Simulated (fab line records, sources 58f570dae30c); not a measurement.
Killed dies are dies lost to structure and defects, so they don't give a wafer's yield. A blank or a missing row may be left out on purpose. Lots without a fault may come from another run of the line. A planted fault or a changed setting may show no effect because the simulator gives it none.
One fault seen from 2 desks | flow berkeley_cmos170 | each desk has only its own numbers; what lay behind them comes last

THE METROLOGY DESK
What the gauges read, lot by lot, whatever tool the lot ran on: means of the sampled wafers that have a number. A lot is out of limits, marked OUT, if its mean lies more than 4 standard deviations from the usual mean; the brackets give that distance.
Columns: A = PVT_TW at UCB170_PVT_TW_MEAS_09, usual 508; B = GATE_POLY_THK at UCB170_GATE_THK_MEAS_05, usual 214.4 nm; C = cd_nm at UCB170_GATE_CD_MEAS_12, usual 349.5 nm
lot  | first seen here | A                      | B     | C
L310 | day 6 01:05     | 512                    | 215.1 | 351.5
L311 | day 6 11:54     | 513                    | 215.9 | 348.7
L313 | day 6 13:25     | 503                    | 214.2 | 350.5
L319 | day 7 18:19     | 1047 (+99 or more) OUT | -     | -
L317 | day 7 18:29     | 512                    | 213.2 | 351.2
L318 | day 7 18:46     | 1045 (+99 or more) OUT | -     | -
L322 | day 8 12:53     | 510                    | 215.9 | 349.2
L323 | day 8 12:55     | 508                    | 217.3 | 348.7
L326 | day 9 14:38     | 507                    | 216.6 | 349.8
L327 | day 9 14:39     | 505                    | 215.8 | 349.5
L324 | day 9 14:53     | 505                    | 213.4 | 348.4
L331 | day 10 04:03    | 505                    | 210.9 | 346.1
L333 | day 10 22:22    | 505                    | 214.8 | 350.4
This desk's finding: out of limits on L318, L319; first on L319, day 7 18:19 (PVT_TW at UCB170_PVT_TW_MEAS_09). In limits: L310, L311, L313, L317, L322, L323, L326, L327, L324, L331, L333.

THE TOOL OWNER'S DESK: implanter-03
The tool's own readings at UCB170_PVT_IMPLANT_07: means of the sampled wafers that have a number, for each lot that ran on this tool. A lot is out of limits, marked OUT, if its mean lies more than 4 standard deviations from the usual mean; the brackets give that distance.
Columns: A = dose_ions_cm2 at UCB170_PVT_IMPLANT_07, usual 2e+12; B = end_station_pressure_torr at UCB170_PVT_IMPLANT_07, usual 4.97e-06 Torr; C = faraday_current_uA at UCB170_PVT_IMPLANT_07, usual 6.34
lot  | first seen here | A                       | B        | C
L311 | day 6 11:40     | 2e+12                   | 5.15e-06 | 6.22
L319 | day 7 18:05     | 2e+13 (+99 or more) OUT | 5.07e-06 | 62.92 (+99 or more) OUT
L318 | day 7 18:32     | 2e+13 (+99 or more) OUT | 4.89e-06 | 63.76 (+99 or more) OUT
This desk's finding: out of limits on L318, L319; first on L319, day 7 18:05 (dose_ions_cm2 at UCB170_PVT_IMPLANT_07). In limits: L311.

PUT TOGETHER
The tool owner's desk could have raised an alarm at day 7 18:05, on L318, L319.
The metrology desk could have raised an alarm at day 7 18:19, on L318, L319.
Of the lots named, all ran UCB170_PVT_IMPLANT_07 on implanter-03.

WHAT THE SIMULATOR HAD PUT IN
Process parameter drift: implanter-03, from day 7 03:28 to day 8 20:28, at UCB170_PVT_IMPLANT_07. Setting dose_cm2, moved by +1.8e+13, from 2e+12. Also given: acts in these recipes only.
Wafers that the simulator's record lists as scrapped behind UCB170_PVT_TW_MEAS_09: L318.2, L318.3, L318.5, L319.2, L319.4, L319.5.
Lots struck among those shown: L318, L319.
Hours from the fault's start to each desk's first reading out of limits: the tool owner's desk, 15; the metrology desk, 15.
